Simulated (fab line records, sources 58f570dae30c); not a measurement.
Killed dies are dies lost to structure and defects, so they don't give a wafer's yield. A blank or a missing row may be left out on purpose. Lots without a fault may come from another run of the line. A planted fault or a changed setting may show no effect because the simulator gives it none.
Chamber matching | flow berkeley_cmos170 | UCB170_NWELL_ETCH_13 on rie_diel-01: 4 sister chambers
The step etches Si3N4 in CH3F/Ar/O2, stops on SiO2, target depth 246.4 nm, time 154 s. 4 wafers are shown with their chamber, then 8 later ones without.

WAFERS WITH THEIR CHAMBER
wafer  | chamber | throttle_valve_pct (%)
L303.1 | 3       | 8.07
L303.3 | 2       | 8.23
L303.5 | 0       | 8.08
L309.1 | 1       | 8.13

WAFERS WITHOUT THEIR CHAMBER
wafer  | throttle_valve_pct (%)
L309.4 | 8.09
L309.5 | 8.08
L311.2 | 8.24
L311.3 | 8.08
L311.4 | 8.09
L313.2 | 8.08
L313.4 | 8.12
L313.5 | 8.08

WHICH CHAMBER EACH WENT THROUGH
wafer  | from the rows above     | in truth
L309.4 | can't be placed: 0 or 3 | 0
L309.5 | can't be placed: 0 or 3 | 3
L311.2 | 2                       | 2
L311.3 | can't be placed: 0 or 3 | 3
L311.4 | can't be placed: 0 or 3 | 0
L313.2 | can't be placed: 0 or 3 | 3
L313.4 | 1                       | 1
L313.5 | can't be placed: 0 or 3 | 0
Placed correctly: 2 of 8. Can't be placed from these rows: 6 (the true chamber is among the candidates in 6). Placed wrongly: 0.
How it was worked out, from the rows above alone: a wafer's distance from a chamber is the root of the sum, over the readings, of the square of ((its reading less the chamber's mean) divided by the reading's scatter). The wafer belongs to the nearest chamber; if the next one is less than 2 further off, it can't be placed. A chamber's mean is the mean of its shown wafers. The scatter: with one shown wafer a chamber, the root of the mean of the squares of how far each hidden wafer lies from its nearest shown one.
